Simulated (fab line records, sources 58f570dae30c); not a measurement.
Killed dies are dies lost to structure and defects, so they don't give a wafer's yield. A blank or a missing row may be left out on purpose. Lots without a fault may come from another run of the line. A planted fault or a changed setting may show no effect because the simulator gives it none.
Chamber matching | flow berkeley_cmos170 | UCB170_CONTACT_CLEAN_20 on wet_bench-04: 4 sister chambers
The step cleans in SPM, time 600 s. 4 wafers are shown with their chamber, then 7 later ones without.

WAFERS WITH THEIR CHAMBER
wafer  | chamber | bath_guard_temp_C (C)
L467.5 | 3       | 119.7
L469.6 | 0       | 120.3
L483.5 | 1       | 119.9
L487.4 | 2       | 119.8

WAFERS WITHOUT THEIR CHAMBER
wafer  | bath_guard_temp_C (C)
L487.6 | 120.0
L488.1 | 119.6
L488.2 | 120.0
L488.5 | 119.5
L490.1 | 119.6
L490.2 | 120.1
L490.4 | 120.2

WHICH CHAMBER EACH WENT THROUGH
wafer  | from the rows above               | in truth
L487.6 | can't be placed: 1 or 2 or 0 or 3 | 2
L488.1 | can't be placed: 3 or 2 or 1      | 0
L488.2 | can't be placed: 1 or 2 or 0 or 3 | 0
L488.5 | can't be placed: 3 or 2 or 1      | 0
L490.1 | can't be placed: 3 or 2 or 1      | 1
L490.2 | can't be placed: 1 or 0 or 2 or 3 | 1
L490.4 | can't be placed: 0 or 1           | 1
Placed correctly: 0 of 7. Can't be placed from these rows: 7 (the true chamber is among the candidates in 5). Placed wrongly: 0.
How it was worked out, from the rows above alone: a wafer's distance from a chamber is the root of the sum, over the readings, of the square of ((its reading less the chamber's mean) divided by the reading's scatter). The wafer belongs to the nearest chamber; if the next one is less than 2 further off, it can't be placed. A chamber's mean is the mean of its shown wafers. The scatter: with one shown wafer a chamber, the root of the mean of the squares of how far each hidden wafer lies from its nearest shown one.
